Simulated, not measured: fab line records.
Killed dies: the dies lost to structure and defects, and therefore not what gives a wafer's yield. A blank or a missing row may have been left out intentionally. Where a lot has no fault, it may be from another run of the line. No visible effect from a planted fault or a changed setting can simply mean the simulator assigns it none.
Comparing a struck lot with a sound one | flow rit-cmos | 21 out of 202 route steps
Sound: these wafers, L341.4, L341.5, L341.6. Wafers L345.3, L345.4, L345.6 were the ones struck. The cause comes at the end.
Each step with rows lists, per side, the tool, then ch with its chambers, then its first start. Under that, the readings that differ: sound wafers | struck wafers | difference of the means | sigmas: that difference in standard deviations of wafers without a fault.
alike: words and numbers the same on both sides, and readings whose means are apart by under 2 such deviations; not compared: readings that were withheld, readings missing a value for some wafer, numbers with overlapping values and no deviation given by the record, and bounds like >300 which may hide the same value.
The two part at a step that has a row with sigmas, a row that says differs or no value, or rows on one side only. Numbers that don't overlap but have no deviation are shown without sigmas and don't part them. Lack of a reading on every wafer of one side parts them only where that side has two or more wafers.

first, 6 steps without rows for these wafers: RIT_NLDD_HMDS_00 (prime time 60 s); RIT_NLDD_COAT_01 (resist thk 1000 nm); RIT_NLDD_SOFTBAKE_02 (time 60 s); RIT_NLDD_EXPOSE_03 (exposes mask M7, target cd 40700 nm); RIT_NLDD_PEB_04; RIT_NLDD_DEVELOP_05 (develop time 50 s).
RIT_NLDD_OVL_MEAS_06:
  sound on overlay-02 at day 5 21:45; struck on overlay-01 at day 6 17:58
  alike: NLDD_OVL
then, 2 steps without rows for these wafers: RIT_NLDD_HARDBAKE_07 (time 60 s); RIT_NLDD_IMPLANT_08.
RIT_NLDD_STRIP_09: strips in O2, time 180 s.
  sound on plasma-asher-01 ch 0,1, day 5 22:08; struck on plasma-asher-01 ch 0,1, day 6 18:20
  alike: drypump-motor-current-A
  not compared: rf-hours-counter-h
RIT_NLDD_TW_MEAS_10:
  sound on film-metro-03 at day 5 22:16; struck on film-metro-01 at day 6 18:29
  alike: NLDD_TW
then, 1 step without rows for these wafers: RIT_PLDD_HMDS_00 (prime time 60 s).
RIT_PLDD_COAT_01: resist thk 1000 nm.
  sound on litho-track-04 ch 0, day 5 22:32; struck on litho-track-04 ch 0, day 6 18:43
  reading                                   | sound                | struck               | difference | sigmas
  spin-speed-rpm (rpm)                      | 3251.8 3247.7 3250.4 | 3536.3 3535.4 3537.4 | +286.4     | +99 or more
  model.NOVOLAK_of_PLDD_COAT_01.thk-nm (nm) | 1005 1001 1002       | 956.4 953 953        | -48.5      |
  alike: exhaust-pa
then, 4 steps without rows for these wafers: RIT_PLDD_SOFTBAKE_02 (time 60 s); RIT_PLDD_EXPOSE_03 (exposes mask M8, target cd 40900 nm); RIT_PLDD_PEB_04; RIT_PLDD_DEVELOP_05 (develop time 50 s).
RIT_PLDD_OVL_MEAS_06:
  sound on overlay-01 at day 5 23:10; struck on overlay-02 at day 6 19:31
  alike: PLDD_OVL
RIT_PLDD_HARDBAKE_07: time 60 s.
  sound on litho-track-01 ch 0, day 5 23:16; struck on litho-track-04 ch 0, day 6 19:35
  reading                                   | sound             | struck            | difference | sigmas
  model.NOVOLAK_of_PLDD_COAT_01.thk-nm (nm) | 888.5 884.5 885.4 | 845.6 842.7 842.7 | -42.5      |
  alike: exhaust-pa
after that, 1 step had no rows for these wafers: RIT_PLDD_IMPLANT_08.
RIT_M1_PROBE_99:
  sound on prober-02 at day 6 13:56; struck on prober-02 at day 7 10:22
  alike: killed-at-contacts, killed-at-front-end, killed-dies, killed-open, killed-short

WHERE THEY PART
Only at RIT_PLDD_COAT_01, as far as this record shows. Later steps at which nothing parts them and some readings are alike: RIT_PLDD_OVL_MEAS_06, RIT_PLDD_HARDBAKE_07, RIT_M1_PROBE_99.

WHY: the cause the simulator had injected
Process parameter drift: litho-track-04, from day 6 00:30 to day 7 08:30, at RIT_PLDD_COAT_01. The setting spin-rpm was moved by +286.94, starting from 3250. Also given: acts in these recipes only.
